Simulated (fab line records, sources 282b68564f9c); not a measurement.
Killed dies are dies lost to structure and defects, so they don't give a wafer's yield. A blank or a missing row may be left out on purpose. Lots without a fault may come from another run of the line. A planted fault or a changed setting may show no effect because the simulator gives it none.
Which tool did it? | flow rit_cmos | 6 lots, 18 wafers sampled, at 2 steps of a route of 202

WHAT THE GAUGES READ, wafer by wafer
RIT_GATE_THK_MEAS_07.
lot  | measured    | on            | GATE_OXIDE_THK (nm)
L526 | day 2 17:41 | film_metro-02 | 3.08 3.06 3.02
L528 | day 3 06:10 | film_metro-04 | 2.98 3.01 2.97
L538 | day 5 05:33 | film_metro-02 | 3.07 3.08 3.03
L541 | day 5 22:11 | film_metro-02 | 3.06 3.04 3.06
L543 | day 6 07:31 | film_metro-03 | 2.94 2.98 2.93
L547 | day 7 01:23 | film_metro-02 | 3.04 3.00 2.94

WHICH TOOL RAN EACH LOT (tool, then ch and the chambers of the sampled wafers, then the start)
lot  | RIT_ACTIVE_CLEAN_17
L526 | wet_bench-01 ch 1, day 1 20:28
L528 | wet_bench-04 ch 1, day 2 07:25
L538 | wet_bench-03 ch 2, day 4 10:02
L541 | wet_bench-03 ch 3, day 4 23:20
L543 | wet_bench-01 ch 3, day 5 09:20
L547 | wet_bench-01 ch 3, day 6 07:16
- RIT_ACTIVE_CLEAN_17: cleans in SC2, time 600 s.

THE ANSWER, worked out from the rows above alone
Rule: what is usual is taken from the lots themselves. Put in order of their means at a reading, lots are off if they are a third of the lots or fewer, leave a main group of 4 or more, and stand apart from it by a gap of 3 or more times the standard deviation of the main group's means; of several such gaps the widest counts. A main group whose means are all the same, to the digits that the tables above print for the reading, isn't used. A lot without any number at a reading at which 4 lots or more have one is off too. The other lots that the step has rows for count as sound.
No lot is off at any reading shown: from this, nothing can be told.

WHAT THE SIMULATOR HAD PUT IN
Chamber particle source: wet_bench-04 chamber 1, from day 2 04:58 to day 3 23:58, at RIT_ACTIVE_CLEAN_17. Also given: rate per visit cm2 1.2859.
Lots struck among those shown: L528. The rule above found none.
